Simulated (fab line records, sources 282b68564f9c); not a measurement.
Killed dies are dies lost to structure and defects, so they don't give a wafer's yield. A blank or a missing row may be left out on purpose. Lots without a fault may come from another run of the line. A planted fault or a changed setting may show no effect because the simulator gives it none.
fab line records | flow rit_cmos | part 1 of 2: steps 1 to 34 of 47
record lots=5 wafers=15 last_day=6
route steps=202 shown ACTIVE@3 FOX1@20 FOX2@23 NWELL@28 PWELL@39
lots that met no fault: from a run of the same line without faults
start_h: hours from the record's first day to the start of the lot's first wafer shown | wait_h: hours since the lot's step before | " the same as in the row above | L1.1+2: a row that stands for several wafers | - no value, or no start given | * or withheld: withheld | < > ~ a bound
route shown NAME@n: a module of which the file shows steps, and the number in the route of the first | usual: mean/standard deviation of fault-free wafers | same: alike in all rows | chamber/n: place in a boat | sites: the reading at each site | _std_site: their standard deviation | _edge_site: outer sites' mean less inner sites' | radius_mm: how far each site lies from the wafer's centre | mask NAME#n: copy n | behind: the tool/chamber that last shaped the wafer | hold: why the lot was held/for how many hours/how that ended | device: the transistor (n, p or np) that didn't switch | end of line: the same wafers' tests at the end of the route | a step without rows: its recipe alone | killed: dies lost to structure and defects at the first sort, not the wafer's yield | map: a wafer's dies, x killed, . not, _ none there
set.NAME: the setting as run; set.NAME@STEP: as run at that earlier step | model.NAME: the simulator's own value behind a step, which no gauge read
lots at some steps of the route; a table a step, a row a wafer
services: from which hour (start_h, from the record's first day; less than 0 if before it) a tool's chamber was out of use, for how many hours, and why
## steps
# step RIT_ACTIVE_THK_MEAS_02
# recipe reads=SiO2_of_ACTIVE_OXIDATION_01
# usual ACTIVE_OXIDE_THK=46.9/1.2
# columns lot.wafer tool chamber start_h wait_h ACTIVE_OXIDE_THK[nm]
L075.3 film_metro-04 - 17.07 0.0 46.6
L075.5 " - " " 46.5
L075.6 " - " " 47.0
L077.1 film_metro-03 - 27.05 0.0 47.8
L077.3 " - " " 47.6
L077.5 " - " " 48.0
L079.1 film_metro-04 - 37.05 0.0 45.7
L079.4 " - " " 45.4
L079.6 " - " " 46.0
L081.1 film_metro-04 - 49.42 0.0 48.1
L081.5 " - " " 48.2
L081.6 " - " " 47.5
L090.3 film_metro-01 - 92.07 0.0 45.8
L090.5 " - " " 46.1
L090.6 " - " " 45.5
# step RIT_ACTIVE_CVD_03
# recipe material=Si3N4 target_thk_nm=150 temp_c=810 precursor=SiH2Cl2/NH3 time_s=1500 pressure_mtorr=300 sih2cl2_flow_sccm=60 nh3_flow_sccm=150
# columns lot.wafer tool chamber start_h wait_h
L075.3+5+6 lpcvd-02 1 17.11 0.0
L077.1+3+5 lpcvd-02 0 27.11 0.1
L079.1+4+6 lpcvd-01 1 37.11 0.1
L081.1+5+6 lpcvd-01 0 49.97 0.5
L090.3+5+6 lpcvd-01 0 92.11 0.0
# step RIT_ACTIVE_THK_MEAS_04
# recipe reads=Si3N4_of_ACTIVE_CVD_03
# usual ACTIVE_NITRIDE_THK=149.9/1.4
# columns lot.wafer tool chamber start_h wait_h ACTIVE_NITRIDE_THK[nm]
L075.3 film_metro-01 - 18.55 0.0 150.0
L075.5 " - " " 149.5
L075.6 " - " " 150.9
L077.1 film_metro-03 - 28.53 0.0 151.4
L077.3 " - " " 150.1
L077.5 " - " " 151.2
L079.1 film_metro-03 - 38.53 0.0 150.6
L079.4 " - " " 149.5
L079.6 " - " " 148.8
L081.1 film_metro-04 - 51.39 0.0 152.9
L081.5 " - " " 152.6
L081.6 " - " " 152.8
L090.3 film_metro-04 - 93.55 0.0 150.1
L090.5 " - " " 149.4
L090.6 " - " " 150.1
# step RIT_ACTIVE_HMDS_05
# recipe prime_time_s=60 prime_temp_c=140
# columns lot.wafer tool chamber start_h wait_h
L075.3+5+6 litho_track-01 0 18.72 0.2
L077.1+3+5 litho_track-02 0 28.59 0.1
L079.1+4+6 litho_track-01 0 38.59 0.1
L081.1+5+6 litho_track-03 0 51.45 0.1
L090.3+5+6 litho_track-03 0 93.64 0.1
# step RIT_ACTIVE_COAT_06
# recipe resist=NOVOLAK spin_rpm=3250 resist_thk_nm=1000
# columns lot.wafer tool chamber start_h wait_h
L075.3+5+6 litho_track-01 0 18.87 0.1
L077.1+3+5 litho_track-02 0 28.74 0.1
L079.1+4+6 litho_track-01 0 38.74 0.1
L081.1+5+6 litho_track-03 0 51.60 0.1
L090.3+5+6 litho_track-03 0 93.79 0.1
# step RIT_ACTIVE_SOFTBAKE_07
# recipe resist=NOVOLAK temp_c=90 time_s=60
# columns lot.wafer tool chamber start_h wait_h
L075.3+5+6 litho_track-01 0 19.02 0.1
L077.1+3+5 litho_track-02 0 28.89 0.1
L079.1+4+6 litho_track-01 0 38.89 0.1
L081.1+5+6 litho_track-03 0 51.75 0.1
L090.3+5+6 litho_track-03 0 93.94 0.1
# step RIT_ACTIVE_EXPOSE_08
# recipe mask_id=M1 na=0.6 source_shape=conventional sigma_outer=0.6 target_cd_nm=1400 dose_mj=225
# usual reticle_temp_C=22.97/0.1 stage_vel_mm_s=500.02/0.23
# same sigma_outer=0.6
# columns lot.wafer tool chamber start_h wait_h mask reticle_temp_C stage_vel_mm_s
L075.3 iline_stepper-02 0 19.39 0.3 M1#0 22.98 500.05
L075.5 " 0 " " M1#0 23.05 499.92
L075.6 " 0 " " M1#0 23.00 499.99
L077.1 iline_stepper-02 0 29.04 0.1 M1#0 23.17 499.99
L077.3 " 0 " " M1#0 22.95 500.23
L077.5 " 0 " " M1#0 22.99 500.29
L079.1 iline_stepper-01 0 39.16 0.2 M1#0 22.87 499.90
L079.4 " 0 " " M1#0 22.87 500.06
L079.6 " 0 " " M1#0 22.85 499.88
L081.1 iline_stepper-01 0 51.90 0.1 M1#0 22.82 500.58
L081.5 " 0 " " M1#0 22.80 500.15
L081.6 " 0 " " M1#0 22.85 500.72
L090.3 iline_stepper-02 0 94.08 0.1 M1#0 22.93 499.86
L090.5 " 0 " " M1#0 22.78 499.72
L090.6 " 0 " " M1#0 22.94 500.15
# step RIT_ACTIVE_PEB_09
# recipe resist=NOVOLAK temp_c=withheld time_s=withheld
# columns lot.wafer tool chamber start_h wait_h
L075.3+5+6 litho_track-01 0 19.52 0.1
L077.1+3+5 litho_track-02 0 29.16 0.1
L079.1+4+6 litho_track-01 0 39.28 0.1
L081.1+5+6 litho_track-01 0 52.01 0.1
L090.3+5+6 litho_track-01 0 94.44 0.3
# step RIT_ACTIVE_DEVELOP_10
# recipe resist=NOVOLAK develop_time_s=50 dev_temp_c=23
# columns lot.wafer tool chamber start_h wait_h
L075.3+5+6 litho_track-01 0 - -
L077.1+3+5 litho_track-02 0 - -
L079.1+4+6 litho_track-01 0 - -
L081.1+5+6 litho_track-01 0 - -
L090.3+5+6 litho_track-01 0 - -
# step RIT_ACTIVE_CD_MEAS_11
# recipe target_cd_nm=1400
# usual cd_nm=1399.9/2.2
# columns lot.wafer tool chamber start_h wait_h cd_nm
L075.3 cd_sem-02 - 19.79 - 1399.1
L075.5 " - " " 1401.6
L075.6 " - " " 1399.4
L077.1 cd_sem-01 - 29.44 - 1400.1
L077.3 " - " " 1399.9
L077.5 " - " " 1399.6
L079.1 cd_sem-01 - 39.56 - 1402.1
L079.4 " - " " 1401.6
L079.6 " - " " 1399.8
L081.1 cd_sem-01 - 52.30 - 1398.2
L081.5 " - " " 1399.6
L081.6 " - " " 1398.6
L090.3 cd_sem-01 - 94.71 - 1399.6
L090.5 " - " " 1399.7
L090.6 " - " " 1402.9
# step RIT_ACTIVE_HARDBAKE_12
# recipe resist=NOVOLAK temp_c=139.1 time_s=60
# columns lot.wafer tool chamber start_h wait_h
L075.3+5+6 litho_track-03 0 19.92 0.1
L077.1+3+5 litho_track-01 0 29.56 0.1
L079.1+4+6 litho_track-01 0 39.68 0.1
L081.1+5+6 litho_track-03 0 52.42 0.1
L090.3+5+6 litho_track-01 0 94.84 0.1
# step RIT_ACTIVE_ETCH_13
# recipe stop_on=SiO2 chemistry=SF6 target=Si3N4 time_s=210 over_etch_frac=0.4 SF6_flow_sccm=200 pressure_mtorr=260 rf_w=125 target_depth_a=2100
# usual chamber_pressure_mTorr=260.00/0.21 drypump_motor_current_A=6.0/0.46 oes_product_au=0.824/0.011 throttle_valve_pct=7.48/0.13
# columns lot.wafer tool chamber start_h wait_h chamber_pressure_mTorr drypump_motor_current_A oes_product_au rf_hours_counter_h throttle_valve_pct
L075.3 rie_diel-04 3 20.02 0.1 259.88 6.1 0.843 51 7.59
L075.5 " 1 " " 259.78 5.8 0.819 - 7.54
L075.6 " 2 " " 260.22 6.4 0.815 - 7.72
L077.1 rie_diel-03 0 29.71 0.1 260.29 5.3 0.834 9 7.54
L077.3 " 3 " " 260.11 5.8 0.829 8 7.40
L077.5 " 0 " " 259.67 5.3 0.826 - 7.54
L079.1 rie_diel-02 3 39.83 0.1 259.88 6.6 0.826 5 7.55
L079.4 " 2 " " 259.82 6.5 0.819 - 7.45
L079.6 " 3 " " 259.78 6.6 0.820 - 7.54
L081.1 rie_diel-03 3 52.57 0.1 259.98 5.8 0.838 8 7.38
L081.5 " 1 " " 260.04 5.8 0.825 - 7.29
L081.6 " 0 " " 259.75 5.3 0.828 - 7.56
L090.3 rie_diel-02 1 94.94 0.1 260.37 6.3 0.829 22 7.39
L090.5 " 2 " " 259.63 6.5 0.820 - 7.45
L090.6 " 1 " " 260.17 6.3 0.847 - 7.40
# step RIT_ACTIVE_STRIP_14
# recipe chemistry=O2 time_s=180 resist=NOVOLAK platen_temp_c=withheld power_w=500 pressure_mtorr=4000 o2_flow_sccm=4000
# usual chamber_pressure_mTorr=4000/3.6 drypump_motor_current_A=5.8/0.49
# columns lot.wafer tool chamber start_h wait_h chamber_pressure_mTorr drypump_motor_current_A rf_hours_counter_h
L075.3 plasma_asher-01 0 20.21 0.1 3997 5.7 -
L075.5 " 1 " " 4000 6.3 -
L075.6 " 0 " " 4006 5.8 -
L077.1 plasma_asher-03 0 29.84 0.1 4002 5.8 29
L077.3 " 1 " " 3995 5.1 -
L077.5 " 1 " " 3995 5.1 -
L079.1 plasma_asher-01 0 40.03 0.1 4004 5.7 44
L079.4 " 0 " " 4000 5.7 -
L079.6 " 0 " " 3997 5.8 -
L081.1 plasma_asher-04 1 52.70 0.1 3999 5.2 47
L081.5 " 0 " " 4000 6.6 -
L081.6 " 1 " " 4006 5.2 -
L090.3 plasma_asher-01 1 95.13 0.1 3998 6.3 -
L090.5 " 0 " " 4000 5.8 -
L090.6 " 1 " " 4006 6.3 -
# step RIT_ACTIVE_CD_MEAS_90
# recipe target_cd_nm=1400
# usual cd_nm=1399.9/2.2
# columns lot.wafer tool chamber start_h wait_h cd_nm
L075.3 cd_sem-01 - 20.37 0.1 1398.9
L075.5 " - " " 1401.7
L075.6 " - " " 1399.3
L077.1 cd_sem-02 - 30.02 0.1 1400.1
L077.3 " - " " 1399.7
L077.5 " - " " 1399.3
L079.1 cd_sem-01 - 40.21 0.1 1402.4
L079.4 " - " " 1401.4
L079.6 " - " " 1399.9
L081.1 cd_sem-02 - 52.88 0.1 1398.2
L081.5 " - " " 1399.2
L081.6 " - " " 1399.2
L090.3 cd_sem-02 - 95.29 0.1 1399.5
L090.5 " - " " 1399.7
L090.6 " - " " 1402.9
# step RIT_ACTIVE_CLEAN_15
# recipe chemistry=SC1 mix=3:3:50 time_s=600 temp_c=75
# columns lot.wafer tool chamber start_h wait_h
L075.3+5+6 wet_bench-03 2 20.45 0.1
L077.1+3+5 wet_bench-02 3 30.14 0.1
L079.1+4+6 wet_bench-03 0 40.33 0.1
L081.1+5+6 wet_bench-01 3 53.00 0.1
L090.3+5+6 wet_bench-03 1 95.37 0.1
# step RIT_ACTIVE_CLEAN_16
# recipe chemistry=dHF dilution=50:1 time_s=29.33
# columns lot.wafer tool chamber start_h wait_h
L075.3+5+6 wet_bench-01 2 20.62 0.0
L077.1+3+5 wet_bench-03 3 30.33 0.0
L079.1+4+6 wet_bench-02 3 40.52 0.0
L081.1+5+6 wet_bench-02 2 53.17 0.0
L090.3+5+6 wet_bench-03 0 95.58 0.0
# step RIT_ACTIVE_CLEAN_17
# recipe chemistry=SC2 mix=3:3:50 time_s=600 temp_c=75 dry=n2_spin
# columns lot.wafer tool chamber start_h wait_h
L075.3+5+6 wet_bench-02 3 20.64 0.0
L077.1+3+5 wet_bench-01 1 30.35 0.0
L079.1+4+6 wet_bench-03 3 40.54 0.0
L081.1+5+6 wet_bench-03 0 53.19 0.0
L090.3+5+6 wet_bench-03 0 95.60 0.0
# step RIT_FOX1_OXIDATION_00
# recipe temp_c=1100 ambient=H2O target_thk_a=3507 p_h2o_torr=720 ox_time_s=1130
# usual tube_center_temp_C=1100/0.092
# columns lot.wafer tool chamber start_h wait_h tube_center_temp_C
L075.3 furnace-04 0 22.26 1.4 1100
L075.5 " 0 " " 1100
L075.6 " 0 " " 1100
L077.1 furnace-02 0 30.52 0.0 1100
L077.3 " 0 " " 1100
L077.5 " 0 " " 1100.1
L079.1 furnace-02 0 40.77 0.0 1099.9
L079.4 " 0 " " 1099.9
L079.6 " 0 " " 1100.1
L081.1 furnace-02 0 53.59 0.0 1100.1
L081.5 " 0 " " 1100
L081.6 " 0 " " 1100
L090.3 furnace-02 0 97.05 1.2 1100.1
L090.5 " 0 " " 1100.1
L090.6 " 0 " " 1100
# step RIT_FOX1_THK_MEAS_01
# recipe reads=SiO2_of_FOX1_OXIDATION_00
# usual FOX1_OXIDE_THK=349/7.8
# columns lot.wafer tool chamber start_h wait_h FOX1_OXIDE_THK[nm]
L075.3 film_metro-01 - 23.60 0.0 354
L075.5 " - " " 347
L075.6 " - " " 349
L077.1 film_metro-03 - 31.83 0.0 332
L077.3 " - " " 335
L077.5 " - " " 334
L079.1 film_metro-03 - 42.08 0.0 340
L079.4 " - " " 345
L079.6 " - " " 341
L081.1 film_metro-03 - 54.91 0.0 351
L081.5 " - " " 346
L081.6 " - " " 345
L090.3 film_metro-01 - 98.39 0.0 333
L090.5 " - " " 339
L090.6 " - " " 345
# step RIT_FOX1_WET_ETCH_02
# recipe chemistry=BOE target_depth_nm=350 time_s=390 temp_c=21.5 dry=n2_spin dilution=10:1 target=SiO2
# columns lot.wafer tool chamber start_h wait_h
L075.3+5+6 wet_bench-04 3 23.64 0.0
L077.1+3+5 wet_bench-01 1 31.89 0.1
L079.1+4+6 wet_bench-01 0 42.14 0.1
L081.1+5+6 wet_bench-04 0 54.97 0.1
L090.3+5+6 wet_bench-03 0 98.43 0.0
# step RIT_FOX2_OXIDATION_00
# recipe temp_c=1100 ambient=H2O target_thk_a=3507 p_h2o_torr=720 ox_time_s=1130
# usual tube_center_temp_C=1100/0.1
# columns lot.wafer tool chamber start_h wait_h tube_center_temp_C
L075.3 furnace-03 0 23.75 0.0 1100.1
L075.5 " 0 " " 1100.1
L075.6 " 0 " " 1099.9
L077.1 furnace-03 0 32.01 0.0 1100
L077.3 " 0 " " 1099.8
L077.5 " 0 " " 1100.1
L079.1 furnace-02 0 42.26 0.0 1099.9
L079.4 " 0 " " 1100.1
L079.6 " 0 " " 1100
L081.1 furnace-02 0 55.20 0.0 1099.9
L081.5 " 0 " " 1100
L081.6 " 0 " " 1100
L090.3 furnace-02 0 99.87 1.3 1099.7
L090.5 " 0 " " 1100.1
L090.6 " 0 " " 1100
# step RIT_FOX2_THK_MEAS_01
# recipe reads=SiO2_of_FOX2_OXIDATION_00
# usual FOX2_OXIDE_THK=350/6.3
# columns lot.wafer tool chamber start_h wait_h FOX2_OXIDE_THK[nm]
L075.3 film_metro-02 - 25.09 0.0 355
L075.5 " - " " 363
L075.6 " - " " 354
L077.1 film_metro-04 - 33.33 0.0 357
L077.3 " - " " 360
L077.5 " - " " 360
L079.1 film_metro-02 - 43.57 0.0 343
L079.4 " - " " 347
L079.6 " - " " 344
L081.1 film_metro-02 - 56.51 0.0 340
L081.5 " - " " 333
L081.6 " - " " 335
L090.3 film_metro-02 - 101.20 0.0 341
L090.5 " - " " 339
L090.6 " - " " 340
# step RIT_FOX2_CLEAN_02
# recipe chemistry=dHF dilution=50:1 time_s=180
# columns lot.wafer tool chamber start_h wait_h
L075.3+5+6 wet_bench-02 2 25.13 0.0
L077.1+3+5 wet_bench-02 0 33.39 0.1
L079.1+4+6 wet_bench-01 3 43.63 0.1
L081.1+5+6 wet_bench-01 3 56.57 0.1
L090.3+5+6 wet_bench-02 3 101.24 0.0
# step RIT_FOX2_WET_ETCH_03
# recipe chemistry=H3PO4 target=Si3N4 target_depth_nm=195 temp_c=165 time_s=2700
# columns lot.wafer tool chamber start_h wait_h
L075.3+5+6 wet_bench-04 1 25.19 0.0
L077.1+3+5 wet_bench-01 0 33.45 0.0
L079.1+4+6 wet_bench-01 1 43.69 0.0
L081.1+5+6 wet_bench-04 0 56.63 0.0
L090.3+5+6 wet_bench-04 0 101.30 0.0
# step RIT_FOX2_THK_MEAS_90
# recipe reads=SiO2_of_FOX2_OXIDATION_00
# usual FIELD_OXIDE_LEFT_1_THK=322/6.4
# columns lot.wafer tool chamber start_h wait_h FIELD_OXIDE_LEFT_1_THK[nm]
L075.3 film_metro-04 - 25.96 0.0 327
L075.5 " - " " 335
L075.6 " - " " 326
L077.1 film_metro-04 - 34.21 0.0 329
L077.3 " - " " 333
L077.5 " - " " 333
L079.1 film_metro-03 - 44.45 0.0 315
L079.4 " - " " 320
L079.6 " - " " 317
L081.1 film_metro-02 - 58.15 0.0 312
L081.5 " - " " 306
L081.6 " - " " 307
L090.3 film_metro-04 - 102.08 0.0 314
L090.5 " - " " 312
L090.6 " - " " 312
# step RIT_NWELL_HMDS_00
# recipe prime_time_s=60 prime_temp_c=140
# columns lot.wafer tool chamber start_h wait_h
L075.3+5+6 litho_track-02 0 26.05 0.1
L077.1+3+5 litho_track-04 0 34.31 0.1
L079.1+4+6 litho_track-01 0 44.51 0.1
L081.1+5+6 litho_track-04 0 58.21 0.1
L090.3+5+6 litho_track-04 0 102.17 0.1
# step RIT_NWELL_COAT_01
# recipe resist=NOVOLAK spin_rpm=2000 resist_thk_nm=1300
# columns lot.wafer tool chamber start_h wait_h
L075.3+5+6 litho_track-02 0 26.20 0.1
L077.1+3+5 litho_track-04 0 34.46 0.1
L079.1+4+6 litho_track-01 0 44.66 0.1
L081.1+5+6 litho_track-04 0 58.36 0.1
L090.3+5+6 litho_track-04 0 102.32 0.1
# step RIT_NWELL_SOFTBAKE_02
# recipe resist=NOVOLAK temp_c=90 time_s=60
# columns lot.wafer tool chamber start_h wait_h
L075.3+5+6 litho_track-02 0 26.35 0.1
L077.1+3+5 litho_track-04 0 34.61 0.1
L079.1+4+6 litho_track-01 0 44.81 0.1
L081.1+5+6 litho_track-04 0 58.51 0.1
L090.3+5+6 litho_track-04 0 102.47 0.1
# step RIT_NWELL_EXPOSE_03
# recipe mask_id=M2 na=0.57 target_cd_nm=43900 dose_mj=250
# usual reticle_temp_C=23.00/0.11 stage_vel_mm_s=499.93/0.26
# columns lot.wafer tool chamber start_h wait_h mask reticle_temp_C stage_vel_mm_s
L075.3 iline_stepper-02 0 26.69 0.3 M2#0 22.93 499.73
L075.5 " 0 " " M2#0 22.91 500.03
L075.6 " 0 " " M2#0 22.89 500.13
L077.1 iline_stepper-02 0 34.76 0.1 M2#0 23.02 499.55
L077.3 " 0 " " M2#0 22.98 500.01
L077.5 " 0 " " M2#0 22.83 499.60
L079.1 iline_stepper-01 0 45.08 0.2 M2#0 22.98 499.88
L079.4 " 0 " " M2#0 23.10 499.98
L079.6 " 0 " " M2#0 23.11 499.67
L081.1 iline_stepper-02 0 58.78 0.2 M2#0 22.87 500.23
L081.5 " 0 " " M2#0 22.87 500.05
L081.6 " 0 " " M2#0 22.95 499.74
L090.3 iline_stepper-02 0 102.74 0.2 M2#0 23.07 499.68
L090.5 " 0 " " M2#0 22.84 499.41
L090.6 " 0 " " M2#0 22.99 499.58
# step RIT_NWELL_PEB_04
# recipe resist=NOVOLAK temp_c=withheld time_s=withheld
# columns lot.wafer tool chamber start_h wait_h
L075.3+5+6 litho_track-04 0 26.82 0.1
L077.1+3+5 litho_track-04 0 34.88 0.1
L079.1+4+6 litho_track-01 0 45.20 0.1
L081.1+5+6 litho_track-04 0 58.90 0.1
L090.3+5+6 litho_track-02 0 102.86 0.1
# step RIT_NWELL_DEVELOP_05
# recipe resist=NOVOLAK develop_time_s=68 dev_temp_c=23
# columns lot.wafer tool chamber start_h wait_h
L075.3+5+6 litho_track-04 0 - -
L077.1+3+5 litho_track-04 0 - -
L079.1+4+6 litho_track-01 0 - -
L081.1+5+6 litho_track-04 0 - -
L090.3+5+6 litho_track-02 0 - -
# step RIT_NWELL_OVL_MEAS_06
# usual NWELL_OVL=0.8/1.3
# columns lot.wafer tool chamber start_h wait_h NWELL_OVL[nm]
L075.3 overlay-02 - 27.09 - -0.4
L075.5 " - " " 0.4
L075.6 " - " " -1.0
L077.1 overlay-02 - 35.19 - -0.1
L077.3 " - " " -0.4
L077.5 " - " " 0.5
L079.1 overlay-02 - 45.51 - -0.9
L079.4 " - " " -0.2
L079.6 " - " " 0.1
L081.1 overlay-02 - 59.21 - 0.3
L081.5 " - " " 0.7
L081.6 " - " " 1.0
L090.3 overlay-01 - 103.14 - 2.2
L090.5 " - " " 2.0
L090.6 " - " " 1.3
# step RIT_NWELL_HARDBAKE_07
# recipe resist=NOVOLAK temp_c=140 time_s=120
# columns lot.wafer tool chamber start_h wait_h
L075.3+5+6 litho_track-04 0 27.20 0.1
L077.1+3+5 litho_track-01 0 35.23 0.0
L079.1+4+6 litho_track-02 0 45.55 0.0
L081.1+5+6 litho_track-02 0 59.44 0.2
L090.3+5+6 litho_track-02 0 103.25 0.1
# step RIT_NWELL_IMPLANT_08
# recipe species=P energy_kev=168.7 dose_cm2=5e+13 tilt_deg=7
# columns lot.wafer tool chamber start_h wait_h
L075.3+5+6 implanter-02 0 27.42 0.2
L077.1+3+5 implanter-02 0 35.48 0.2
L079.1+4+6 implanter-04 0 45.80 0.2
L081.1+5+6 implanter-01 0 59.69 0.2
L090.3+5+6 implanter-02 0 103.46 0.2
